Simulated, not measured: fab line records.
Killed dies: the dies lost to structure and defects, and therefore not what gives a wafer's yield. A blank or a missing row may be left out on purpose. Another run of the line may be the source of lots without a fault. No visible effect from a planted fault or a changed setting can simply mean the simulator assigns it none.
A single fault, viewed from 2 desks || flow berkeley-cmos170 || each desk holds nothing but its own numbers, with what lay behind them at the end

## DESK OF THE TOOL OWNER: implanter-02
For each lot that ran on this tool, the mean over its sampled wafers that have a number, from the tool's own readings at UCB170_PVT_IMPLANT_07. Any lot whose mean is over 4 standard deviations away from the usual mean is out of limits and marked OUT; that distance is given in the brackets.
Columns: A = beam-on-s at UCB170_PVT_IMPLANT_07, usual 10.00 s; B = dose-ions-cm2 at UCB170_PVT_IMPLANT_07, usual 1.9997e+12; C = faraday-current-uA at UCB170_PVT_IMPLANT_07, usual 6.34
{"lot": "L584", "first seen here": "day 5 18:02", "A": 9.79, "B": 2.0013e+12, "C": 6.48}
{"lot": "L587", "first seen here": "day 6 10:08", "A": 10.02, "B": 2.0007e+12, "C": 6.36}
{"lot": "L590", "first seen here": "day 6 17:35", "A": 9.84, "B": 1.9985e+12, "C": 6.43}
{"lot": "L591", "first seen here": "day 7 10:44", "A": 10.13, "B": "1.3375e+12 (-99 or more) OUT", "C": "4.19 (-15) OUT"}
{"lot": "L593", "first seen here": "day 7 19:58", "A": 9.80, "B": "1.3401e+12 (-99 or more) OUT", "C": "4.33 (-14) OUT"}
{"lot": "L604", "first seen here": "day 10 10:25", "A": 9.84, "B": 2.0022e+12, "C": 6.45}
This desk's finding: out of limits on L591, L593; first on L591, day 7 10:44 (dose-ions-cm2 at UCB170_PVT_IMPLANT_07). L584, L587, L590, L604: within limits.

## METROLOGY DESK
What the gauges read, lot by lot, whatever tool the lot ran on: means of the sampled wafers that have a number. Any lot whose mean is over 4 standard deviations away from the usual mean is out of limits and marked OUT; that distance is given in the brackets.
Columns: A = FIELD_OXIDE_LEFT_1_THK at UCB170_FIELD_THK_MEAS_90, usual 447 nm; B = PVT_TW at UCB170_PVT_TW_MEAS_09, usual 509
{"lot": "L584", "first seen here": "day 5 01:29", "A": 451, "B": 509}
{"lot": "L585", "first seen here": "day 5 01:30", "A": 448, "B": 512}
{"lot": "L587", "first seen here": "day 5 15:40", "A": 459, "B": 506}
{"lot": "L589", "first seen here": "day 5 19:26", "A": 464, "B": 508}
{"lot": "L590", "first seen here": "day 5 22:52", "A": 452, "B": 506}
{"lot": "L591", "first seen here": "day 6 14:11", "A": 433, "B": "452 (-18) OUT"}
{"lot": "L593", "first seen here": "day 6 22:08", "A": 432, "B": "454 (-17) OUT"}
{"lot": "L597", "first seen here": "day 7 23:31", "A": 465, "B": 506}
{"lot": "L600", "first seen here": "day 9 01:16", "A": 445, "B": 508}
{"lot": "L601", "first seen here": "day 9 01:16", "A": 446, "B": 512}
{"lot": "L602", "first seen here": "day 9 18:35", "A": 446, "B": 510}
{"lot": "L605", "first seen here": "day 9 18:35", "A": 456, "B": 510}
{"lot": "L604", "first seen here": "day 9 18:37", "A": 460, "B": 505}
{"lot": "L606", "first seen here": "day 10 05:53", "A": 452, "B": 506}
Finding of this desk: L591, L593 out of limits, first seen on L591 at day 7 10:58 (PVT_TW at UCB170_PVT_TW_MEAS_09). L584, L585, L587, L589, L590, L597, L600, L601, L602, L605, L604, L606: within limits.

## ALL TOGETHER
The tool owner's desk could have raised an alarm at day 7 10:44, on L591, L593.
L591, L593 would have let the metrology desk raise an alarm at day 7 10:58.
UCB170_PVT_IMPLANT_07 was run on implanter-02 by each of the lots named.

## WHAT THE SIMULATOR HAD INSERTED
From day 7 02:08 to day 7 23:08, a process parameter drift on implanter-02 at UCB170_PVT_IMPLANT_07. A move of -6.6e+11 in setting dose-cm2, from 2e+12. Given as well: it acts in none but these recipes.
Struck lots among those shown: L591, L593.
Time in hours from fault onset to the first out-of-limits reading at each desk: tool owner's desk 9, metrology desk 9.
